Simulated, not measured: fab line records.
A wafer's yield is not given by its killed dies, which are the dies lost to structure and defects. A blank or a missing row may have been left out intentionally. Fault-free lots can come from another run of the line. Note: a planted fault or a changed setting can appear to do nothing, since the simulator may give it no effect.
What tool caused it?	flow rit-cmos	42 wafers from 14 lots sampled at 3 of the route's 202 steps

WHAT THE GAUGES READ, wafer by wafer
RIT_PWELL_OVL_MEAS_06. Usual: PWELL_OVL typically reads 0.2 nm, with standard deviation 1.4.
lot	measured	on	PWELL_OVL (nm)	flag
L668	day 1 23:34	overlay-02	1.1 0.4 0.6	
L669	day 2 04:46	overlay-02	-1.3 -1.8 0.6	
L670	day 2 10:19	overlay-02	-1.3 -1.0 -1.1	
L673	day 2 23:04	overlay-01	1.4 1.7 3.2	
L674	day 3 04:56	overlay-01	-1.7 0.1 -0.5	
L675	day 3 12:58	overlay-01	-0.5 -0.4 -0.4	
L677	day 3 19:25	overlay-02	1.4 -0.3 0.7	
L679	day 4 05:07	overlay-01	-0.4 0.8 0.4	
L680	day 4 10:54	overlay-02	-1.0 0.8 1.0	
L682	day 4 20:56	overlay-02	0.2 -1.3 0.2	
L683	day 5 02:38	overlay-01	1.5 1.9 1.8	
L689	day 6 09:24	overlay-02	-2.1 -1.0 -1.6	
L690	day 6 17:20	overlay-01	-0.5 1.0 0.6	
L691	day 6 21:23	overlay-02	0.6 0.3 -0.1	

RIT_NLDD_TW_MEAS_10. Usual: NLDD_TW typically reads 2496, with standard deviation 30.
lot	measured	on	NLDD_TW	flag
L668	day 2 23:29	film-metro-01	2493 2500 2513	
L669	day 3 01:04	film-metro-01	2514 2529 2526	
L670	day 3 07:02	film-metro-01	2523 2503 2532	
L673	day 3 19:45	film-metro-01	2515 2518 2518	
L674	day 4 00:02	film-metro-01	2517 2522 2529	
L675	day 4 10:29	film-metro-04	2456 2457 2442	
L677	day 4 15:59	film-metro-04	2458 2444 2448	
L679	day 5 02:37	film-metro-03	2511 2508 2511	
L680	day 5 05:45	film-metro-01	2530 2524 2527	
L682	day 5 16:10	film-metro-01	2516 2511 2517	
L683	day 6 01:24	film-metro-01	2506 2508 2513	
L689	day 7 11:14	film-metro-04	2424 2442 2427	
L690	day 7 16:01	film-metro-04	2418 2422 2413	
L691	day 7 23:39	film-metro-03	2501 2500 2500	

EACH LOT AND THE TOOL THAT RAN IT (in order: tool; ch and the chambers of the sampled wafers; start)
lot	RIT_NLDD_IMPLANT_08
L668	implanter-01 ch 0, day 2 23:10
L669	implanter-01 ch 0, day 3 00:44
L670	implanter-02 ch 0, day 3 06:42
L673	implanter-04 ch 0, day 3 19:26
L674	implanter-04 ch 0, day 3 23:43
L675	implanter-04 ch 0, day 4 10:10
L677	implanter-02 ch 0, day 4 15:41
L679	implanter-04 ch 0, day 5 02:19
L680	implanter-02 ch 0, day 5 05:26
L682	implanter-02 ch 0, day 5 15:51
L683	implanter-02 ch 0, day 6 01:04
L689	implanter-01 ch 0, day 7 10:56
L690	implanter-01 ch 0, day 7 15:41
L691	implanter-02 ch 0, day 7 23:19
- RIT_NLDD_IMPLANT_08

WHAT THE TOOLS THEMSELVES READ (means of the sampled wafers that have a number; where no wafer has one, the mark that the record gives instead)
RIT_NLDD_IMPLANT_08. Usual: beam-energy-keV 20.001, standard deviation 0.0056.
lot	tool	beam-energy-keV	flag
L668	implanter-01	19.994	
L669	implanter-01	20.001	
L670	implanter-02	20.005	
L673	implanter-04	19.999	
L674	implanter-04	20.008	
L675	implanter-04	19.996	
L677	implanter-02	19.998	
L679	implanter-04	20.000	
L680	implanter-02	20.006	
L682	implanter-02	19.998	
L683	implanter-02	20.004	
L689	implanter-01	19.657	OFF
L690	implanter-01	19.651	OFF
L691	implanter-02	20.000	

THE ANSWER, worked out from the rows above alone
Rule: a lot counts as off when the mean over its wafers that have a number is more than 3 standard deviations away from the usual mean. Also off: a lot with no number at a reading for which 4 or more lots have one. The other lots that the step has rows for count as sound. The gauges are gone through in route order, then the tools' own readings, and for those a lot's mean is taken as printed above. At the first step where some lot is off, the reading lying furthest off is the one used; lots without a number count as furthest.
Off at RIT_NLDD_IMPLANT_08 (beam-energy-keV): L689, L690.
A tool fits if, at that step or a process step before it, it ran every lot that is off, and no sound lot after the first of them. One fits: implanter-01 at RIT_NLDD_IMPLANT_08. A fault onset in the window from L669 (day 3 00:44, its last sound lot) to L689 (day 7 10:56, its first lot off) fits.
The tool's own readings at RIT_NLDD_IMPLANT_08 bear it out: on the lots that are off they differ by more than 5 times the standard deviation of the sound lots' means. beam-energy-keV reads 19.654 there against 20.001 on the sound lots.

WHAT THE SIMULATOR HAD PUT IN
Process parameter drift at RIT_NLDD_IMPLANT_08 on implanter-01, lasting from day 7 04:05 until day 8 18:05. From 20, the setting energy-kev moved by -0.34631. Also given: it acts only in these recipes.
Shown lots that were struck: L689, L690. The rule above reached the same finding.
